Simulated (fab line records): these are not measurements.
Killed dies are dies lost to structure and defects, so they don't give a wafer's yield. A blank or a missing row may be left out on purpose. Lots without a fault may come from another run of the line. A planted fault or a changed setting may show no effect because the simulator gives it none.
Lot-split experiment / flow rit_cmos / on a route of 202 steps: 5 lots, 23 wafers read

## THE SPLIT ITSELF
At RIT_PSD_SOFTBAKE_02 (time 60 s), the setting temp_c was moved away from the recipe's 90 C on 12 of the 23 wafers read, by -3.7% to +3.9%. All remaining wafers had this setting at the recipe value.

## FROM THE SPLIT TO THE READING: what the file shows between them, 2 steps
- RIT_PSD_EXPOSE_03: exposes mask M10, target cd 40900 nm
- RIT_PSD_PEB_04

## THE READING
NOVOLAK_of_PSD_COAT_01.thk_nm (the simulator's own value, which no gauge read), in nm, at RIT_PSD_DEVELOP_05 (develop time 50 s). No usual value for it is given in the file. The 11 wafers here that ran the recipe average 1008.6 nm, standard deviation 3.5 nm.

wafer=L075.1; tool, chamber at the split=litho_track-01, 0; temp_c as run, C=90; against the recipe=recipe; NOVOLAK_of_PSD_COAT_01.thk_nm, nm=1011; against lot-mates on the recipe=-
wafer=L075.4; tool, chamber at the split=litho_track-01, 0; temp_c as run, C=90; against the recipe=recipe; NOVOLAK_of_PSD_COAT_01.thk_nm, nm=1016; against lot-mates on the recipe=-
wafer=L075.6; tool, chamber at the split=litho_track-01, 0; temp_c as run, C=90; against the recipe=recipe; NOVOLAK_of_PSD_COAT_01.thk_nm, nm=1012; against lot-mates on the recipe=-
wafer=L077.1; tool, chamber at the split=litho_track-03, 0; temp_c as run, C=90; against the recipe=recipe; NOVOLAK_of_PSD_COAT_01.thk_nm, nm=1007; against lot-mates on the recipe=-
wafer=L077.2; tool, chamber at the split=litho_track-03, 0; temp_c as run, C=93.51; against the recipe=+3.9%; NOVOLAK_of_PSD_COAT_01.thk_nm, nm=996; against lot-mates on the recipe=-10.0
wafer=L077.3; tool, chamber at the split=litho_track-03, 0; temp_c as run, C=90; against the recipe=recipe; NOVOLAK_of_PSD_COAT_01.thk_nm, nm=1005; against lot-mates on the recipe=-
wafer=L077.4; tool, chamber at the split=litho_track-03, 0; temp_c as run, C=93.51; against the recipe=+3.9%; NOVOLAK_of_PSD_COAT_01.thk_nm, nm=996.5; against lot-mates on the recipe=-9.5
wafer=L077.6; tool, chamber at the split=litho_track-03, 0; temp_c as run, C=93.51; against the recipe=+3.9%; NOVOLAK_of_PSD_COAT_01.thk_nm, nm=996.1; against lot-mates on the recipe=-9.9
wafer=L078.2; tool, chamber at the split=litho_track-04, 0; temp_c as run, C=93.52; against the recipe=+3.9%; NOVOLAK_of_PSD_COAT_01.thk_nm, nm=1002; against lot-mates on the recipe=-8.5
wafer=L078.3; tool, chamber at the split=litho_track-04, 0; temp_c as run, C=93.52; against the recipe=+3.9%; NOVOLAK_of_PSD_COAT_01.thk_nm, nm=999.3; against lot-mates on the recipe=-11.2
wafer=L078.4; tool, chamber at the split=litho_track-04, 0; temp_c as run, C=90; against the recipe=recipe; NOVOLAK_of_PSD_COAT_01.thk_nm, nm=1012; against lot-mates on the recipe=-
wafer=L078.5; tool, chamber at the split=litho_track-04, 0; temp_c as run, C=93.52; against the recipe=+3.9%; NOVOLAK_of_PSD_COAT_01.thk_nm, nm=997.6; against lot-mates on the recipe=-12.9
wafer=L078.6; tool, chamber at the split=litho_track-04, 0; temp_c as run, C=90; against the recipe=recipe; NOVOLAK_of_PSD_COAT_01.thk_nm, nm=1009; against lot-mates on the recipe=-
wafer=L080.1; tool, chamber at the split=litho_track-04, 0; temp_c as run, C=86.68; against the recipe=-3.7%; NOVOLAK_of_PSD_COAT_01.thk_nm, nm=1014; against lot-mates on the recipe=+8.5
wafer=L080.6; tool, chamber at the split=litho_track-04, 0; temp_c as run, C=86.68; against the recipe=-3.7%; NOVOLAK_of_PSD_COAT_01.thk_nm, nm=1014; against lot-mates on the recipe=+8.5
wafer=L080.2; tool, chamber at the split=litho_track-04, 0; temp_c as run, C=90; against the recipe=recipe; NOVOLAK_of_PSD_COAT_01.thk_nm, nm=1006; against lot-mates on the recipe=-
wafer=L080.3; tool, chamber at the split=litho_track-04, 0; temp_c as run, C=90; against the recipe=recipe; NOVOLAK_of_PSD_COAT_01.thk_nm, nm=1005; against lot-mates on the recipe=-
wafer=L080.4; tool, chamber at the split=litho_track-04, 0; temp_c as run, C=86.68; against the recipe=-3.7%; NOVOLAK_of_PSD_COAT_01.thk_nm, nm=1013; against lot-mates on the recipe=+7.5
wafer=L085.1; tool, chamber at the split=litho_track-01, 0; temp_c as run, C=88.88; against the recipe=-1.2%; NOVOLAK_of_PSD_COAT_01.thk_nm, nm=1010; against lot-mates on the recipe=+4.0
wafer=L085.2; tool, chamber at the split=litho_track-01, 0; temp_c as run, C=88.88; against the recipe=-1.2%; NOVOLAK_of_PSD_COAT_01.thk_nm, nm=1008; against lot-mates on the recipe=+2.0
wafer=L085.3; tool, chamber at the split=litho_track-01, 0; temp_c as run, C=88.88; against the recipe=-1.2%; NOVOLAK_of_PSD_COAT_01.thk_nm, nm=1008; against lot-mates on the recipe=+2.0
wafer=L085.4; tool, chamber at the split=litho_track-01, 0; temp_c as run, C=90; against the recipe=recipe; NOVOLAK_of_PSD_COAT_01.thk_nm, nm=1007; against lot-mates on the recipe=-
wafer=L085.5; tool, chamber at the split=litho_track-01, 0; temp_c as run, C=90; against the recipe=recipe; NOVOLAK_of_PSD_COAT_01.thk_nm, nm=1005; against lot-mates on the recipe=-

FIT RESULTS
A straight line over all 23 wafers: NOVOLAK_of_PSD_COAT_01.thk_nm changes by -2.16 nm for each +1% of temp_c; r = -0.87; the points scatter about the line by 3.1 nm.
The same after taking each lot's own level away (the mean of its wafers on the recipe; 23 wafers): -2.48 nm for each +1%; r = -0.98; scatter 1.4 nm.
Per that fit: largest temp_c move, reading shift of 9.7 nm.
The lots' own levels span 1005.50 to 1013.00 nm, that is 2.1 times the standard deviation above.
So the slope is not independent of the lot-to-lot level: the two fits are not the same.
Check: -10.3 nm against its lot-mates is what the line predicts for one of the wafers moved furthest among these (+3.9%) when that wafer is left out of the fit. It came out at -8.5 nm against them.

## FILE'S OWN FIT
NOVOLAK_of_PSD_COAT_01.thk_nm changes by -2.47 nm for each +1% of temp_c, r = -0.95.
